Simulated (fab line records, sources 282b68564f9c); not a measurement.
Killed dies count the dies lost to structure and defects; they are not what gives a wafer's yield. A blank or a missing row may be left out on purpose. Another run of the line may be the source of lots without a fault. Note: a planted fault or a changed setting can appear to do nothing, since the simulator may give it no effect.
fab line records    flow rit-cmos
record lots=6  wafers=18  last-day=6
route steps=202 shown NWELL@36 PWELL@39 M1@202
lots untouched by any fault: they come from a run of this same line in which no faults occurred
start-h: the number of hours between the record's first day and the start of the first shown wafer of the lot    wait-h: hours elapsed since this lot's preceding step    " as in the row above    L1.1+2: one row covering several wafers at once    - value missing, or start not given    * or withheld: withheld    < > ~ a bound
route shown NAME@n: names a module that has steps shown in the file, with the first one's number in the route    usual: average and standard deviation across the fault-free wafers    same: alike in all rows    chamber/n: place in a boat    sites: each site's reading    _std_site: their standard deviation    _edge_site: mean of outer sites minus mean of inner sites    radius-mm: for every site, how far away it sits from the centre of the wafer    mask NAME#n: copy n    behind: the tool/chamber that last shaped the wafer    hold: why the lot was held/for how many hours/how that ended    device: the n, p or np transistor that did not switch    end of line: the route-end tests of the same wafers    where a step has no rows: the recipe by itself    killed: at the first sort, the dies lost to defects and structure; wafer yield is something else    map: the dies of a wafer, with x for killed, . for not killed, _ for no die there
set.NAME: the setting that was run; set.NAME@STEP: the one run at that earlier step    model.NAME: the simulator's own value behind a step, which no gauge read
lots seen at some steps along the route; tables by step, rows by wafer
services: from which hour (start-h, from the record's first day; less than 0 if before it) a tool's chamber was out of use, for how many hours, and why
## steps
# step RIT_NWELL_IMPLANT_08
# recipe species=P  energy-kev=170  dose-cm2=5e+13  tilt-deg=7
# step RIT_NWELL_STRIP_09
# recipe chemistry=O2  time-s=180  resist=NOVOLAK  platen-temp-c=withheld  power-w=500  pressure-mtorr=4000  o2-flow-sccm=4000
# usual drypump-motor-current-A=5.3/0.43  o2-flow-sccm=4000/12
lot.wafer  tool             chamber  start-h  wait-h  drypump-motor-current-A  o2-flow-sccm  rf-hours-counter-h
L451.1     plasma-asher-04  0        22.39    0.1     5.3                      4014          36
L451.3     "                0        "        "       5.3                      4010          -
L451.6     "                0        "        "       5.3                      4020          -
L453.3     plasma-asher-04  0        32.58    0.1     5.3                      4027          -
L453.5     "                0        "        "       5.3                      4008          -
L453.6     "                1        "        "       6.1                      3993          -
L460.2     plasma-asher-02  1        67.75    0.1     5.2                      4019          28
L460.3     "                1        "        "       5.1                      4007          -
L460.5     "                1        "        "       5.1                      4010          -
L463.1     plasma-asher-01  0        81.95    0.1     5.8                      3998          41
L463.3     "                1        "        "       4.8                      3995          -
L463.6     "                1        "        "       4.7                      3996          -
L468.3     plasma-asher-01  0        107.36   0.1     5.8                      4007          -
L468.4     "                1        "        "       4.8                      4008          -
L468.5     "                0        "        "       5.8                      3988          -
L469.2     plasma-asher-04  0        113.58   0.1     5.3                      3994          47
L469.4     "                1        "        "       6.1                      3989          -
L469.5     "                0        "        "       5.3                      3999          -
# step RIT_NWELL_TW_MEAS_10
# usual NWELL_TW=2141/12
lot.wafer  tool           chamber  start-h  wait-h  NWELL_TW
L451.1     film-metro-01  -        22.57    0.1     2142
L451.3     "              -        "        "       2143
L451.6     "              -        "        "       2136
L453.3     film-metro-02  -        32.72    0.1     2161
L453.5     "              -        "        "       2153
L453.6     "              -        "        "       2157
L460.2     film-metro-01  -        67.93    0.1     2135
L460.3     "              -        "        "       2146
L460.5     "              -        "        "       2163
L463.1     film-metro-02  -        82.13    0.1     2165
L463.3     "              -        "        "       2140
L463.6     "              -        "        "       2148
L468.3     film-metro-04  -        107.50   0.1     2134
L468.4     "              -        "        "       2138
L468.5     "              -        "        "       2137
L469.2     film-metro-01  -        113.77   0.1     2155
L469.4     "              -        "        "       2144
L469.5     "              -        "        "       2150
# step RIT_PWELL_HMDS_00
# recipe prime-time-s=60  prime-temp-c=140
# step RIT_PWELL_COAT_01
# recipe resist=NOVOLAK  spin-rpm=2000  resist-thk-nm=1300
# step RIT_PWELL_SOFTBAKE_02
# recipe resist=NOVOLAK  temp-c=90  time-s=60
# step RIT_PWELL_EXPOSE_03
# recipe mask-id=M3  na=0.57  target-cd-nm=43700  dose-mj=250
# step RIT_PWELL_PEB_04
# recipe resist=NOVOLAK  temp-c=withheld  time-s=withheld
# step RIT_PWELL_DEVELOP_05
# recipe resist=NOVOLAK  develop-time-s=68  dev-temp-c=23
# step RIT_PWELL_OVL_MEAS_06
# usual PWELL_OVL=0.2/1.7
lot.wafer  tool        chamber  start-h  wait-h  PWELL_OVL[nm]
L451.1     overlay-02  -        23.51    -       -0.6
L451.3     "           -        "        "       -1.3
L451.6     "           -        "        "       -1.2
L453.3     overlay-01  -        33.78    -       2.0
L453.5     "           -        "        "       5.6
L453.6     "           -        "        "       2.4
L460.2     overlay-01  -        68.87    -       -0.3
L460.3     "           -        "        "       -1.2
L460.5     "           -        "        "       0.7
L463.1     overlay-02  -        83.23    -       -0.4
L463.3     "           -        "        "       0.1
L463.6     "           -        "        "       -1.0
L468.3     overlay-01  -        108.43   -       0.6
L468.4     "           -        "        "       2.5
L468.5     "           -        "        "       -1.4
L469.2     overlay-01  -        114.70   -       1.4
L469.4     "           -        "        "       -2.0
L469.5     "           -        "        "       -1.7
# step RIT_PWELL_HARDBAKE_07
# recipe resist=NOVOLAK  temp-c=140  time-s=120
# step RIT_PWELL_IMPLANT_08
# recipe species=B  energy-kev=170  dose-cm2=7e+13  tilt-deg=7
# step RIT_PWELL_STRIP_09
# recipe chemistry=O2  time-s=180  resist=NOVOLAK  platen-temp-c=withheld  power-w=500  pressure-mtorr=4000  o2-flow-sccm=4000
# usual drypump-motor-current-A=5.5/0.39  o2-flow-sccm=4001/13
lot.wafer  tool             chamber  start-h  wait-h  drypump-motor-current-A  o2-flow-sccm  rf-hours-counter-h
L451.1     plasma-asher-04  0        23.94    0.1     5.3                      4016          37
L451.3     "                0        "        "       5.3                      3996          -
L451.6     "                1        "        "       6.1                      4000          -
L453.3     plasma-asher-03  0        34.26    0.1     5.3                      4020          -
L453.5     "                0        "        "       5.3                      3996          -
L453.6     "                1        "        "       6.1                      3970          -
L460.2     plasma-asher-03  0        69.36    0.1     5.2                      6007          44
L460.3     "                0        "        "       5.2                      6003          -
L460.5     "                1        "        "       6.1                      3989          -
L463.1     plasma-asher-03  0        83.77    0.1     5.2                      5990          46
L463.3     "                0        "        "       5.3                      6019          -
L463.6     "                1        "        "       6.1                      4006          -
L468.3     plasma-asher-02  1        108.91   0.1     5.1                      4016          -
L468.4     "                0        "        "       5.2                      4006          -
L468.5     "                1        "        "       5.1                      4013          -
L469.2     plasma-asher-02  0        115.13   0.1     5.2                      4005          34
L469.4     "                1        "        "       5.2                      3999          -
L469.5     "                0        "        "       5.3                      4004          -
# step RIT_PWELL_TW_MEAS_10
# usual PWELL_TW=951/5.2
lot.wafer  tool           chamber  start-h  wait-h  PWELL_TW
L451.1     film-metro-01  -        24.12    0.1     949
L451.3     "              -        "        "       951
L451.6     "              -        "        "       951
L453.3     film-metro-01  -        34.39    0.1     952
L453.5     "              -        "        "       956
L453.6     "              -        "        "       952
L460.2     film-metro-01  -        69.54    0.1     955
L460.3     "              -        "        "       953
L460.5     "              -        "        "       955
L463.1     film-metro-04  -        83.95    0.1     943
L463.3     "              -        "        "       940
L463.6     "              -        "        "       937
L468.3     film-metro-01  -        109.05   0.1     954
L468.4     "              -        "        "       955
L468.5     "              -        "        "       957
L469.2     film-metro-04  -        115.32   0.1     946
L469.4     "              -        "        "       948
L469.5     "              -        "        "       949
# step RIT_M1_PROBE_99
# usual killed-at-contacts=0.1/0.3  killed-at-front-end=7/3.3  killed-dies=7/3.3  killed-open=3.8/2.3  killed-short=3.5/2.1
# same gross-dies=264  killed_at_M0_to_M3=0  killed_at_M4_up=0  killed-at-back-side=0  killed-at-other=0
lot.wafer  tool       chamber  start-h  wait-h  killed-at-contacts  killed-at-front-end  killed-dies  killed-open  killed-short
L453.3     prober-01  -        74.07    0.2     0                   6                    6            4            2
L453.5     prober-01  -        74.17    0.2     0                   5                    5            2            3
L453.6     prober-01  -        74.22    0.2     0                   9                    9            6            3
L460.2     prober-01  -        107.09   0.1     0                   4                    4            1            3
L460.3     prober-01  -        107.14   0.2     0                   4                    4            3            1
L460.5     prober-01  -        107.24   0.2     0                   4                    4            1            3
L468.3     prober-02  -        144.06   0.2     0                   6                    6            1            5
L468.4     prober-02  -        144.11   0.2     0                   9                    9            6            3
L468.5     prober-02  -        144.16   0.2     0                   5                    5            2            3
L469.2     prober-01  -        151.67   0.1     0                   6                    6            6            0
L469.4     prober-01  -        151.77   0.2     0                   10                   10           6            4
L469.5     prober-01  -        151.82   0.2     0                   10                   10           6            4
# killed by level:class
L453.3 GATE:geometric-particle:short=1 GATE:geometric-particle:open=1 REOX:geometric-particle:open=1 SPACER:geometric-particle:open=1 SPACER:geometric-particle:short=1 SILICIDE:geometric-particle:open=1
L453.5 GATE:geometric-particle:open=2 GATE:geometric-particle:short=2 FOX2:geometric-particle:short=1
L453.6 SPACER:geometric-particle:open=4 GATE:geometric-particle:open=2 SPACER:geometric-particle:short=2 GATE:geometric-particle:short=1
L460.2 GATE:geometric-particle:short=2 FOX1:geometric-particle:short=1 GATE:geometric-particle:open=1
L460.3 FOX2:geometric-particle:open=1 GATE:geometric-particle:short=1 REOX:geometric-particle:open=1 SPACER:geometric-particle:open=1
L460.5 GATE:geometric-particle:open=1 GATE:geometric-particle:short=1 REOX:geometric-particle:short=1 SILICIDE:geometric-particle:short=1
L468.3 GATE:geometric-particle:short=3 FOX2:geometric-particle:short=1 REOX:geometric-particle:open=1 REOX:geometric-particle:short=1
L468.4 GATE:geometric-particle:open=2 SPACER:geometric-particle:open=2 FOX2:geometric-particle:open=1 FOX2:geometric-particle:short=1 REOX:geometric-particle:short=1 SPACER:geometric-particle:short=1 SILICIDE:geometric-particle:open=1
L468.5 GATE:geometric-particle:open=2 FOX2:geometric-particle:short=1 GATE:geometric-particle:short=1 REOX:geometric-particle:short=1
L469.2 FOX1:geometric-particle:open=2 FOX2:geometric-particle:open=2 GATE:geometric-particle:open=1 SILICIDE:geometric-particle:open=1
L469.4 FOX1:geometric-particle:short=3 GATE:geometric-particle:open=2 SPACER:geometric-particle:open=2 SILICIDE:geometric-particle:open=2 SILICIDE:geometric-particle:short=1
L469.5 GATE:geometric-particle:short=2 REOX:geometric-particle:open=2 SPACER:geometric-particle:open=2 FOX1:geometric-particle:open=1 FOX1:geometric-particle:short=1 GATE:geometric-particle:open=1 REOX:geometric-particle:short=1
## services
tool             chamber  start-h  hours  kind
plasma-asher-01  -        14.56    3.2    repair
plasma-asher-03  -        86.96    2.8    repair
plasma-asher-03  -        108.75   9.0    pm
plasma-asher-03  0        108.75   9.0    vent-cycle
plasma-asher-03  1        108.75   9.0    vent-cycle
## key
first-sign step=RIT_PWELL_STRIP_09  reading=o2-flow-sccm  direction=up  sigmas=99+  usual=4001  struck=6004
effect none on later readings
met-at RIT_PWELL_STRIP_09
struck-wafers L460.2,L460.3,L463.1,L463.3
tester-left-out L460,L463
onset-between 34.26 69.36
fault kind=process-parameter-drift  tool=plasma-asher-03  chamber=0  onset-h=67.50  steps=RIT_PWELL_STRIP_09  channel=o2-flow-sccm  offset=2000  shape=step  end-h=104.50  acts-in=these-recipes-only  stated=4000
# tester-left-out: of these lots the tester's yield and bins aren't shown, on N5 and GAA mostly nor the transistor test; their killed dies are dies lost to structure and defects alone, not to doping, threshold or leakage, so they don't give the yield
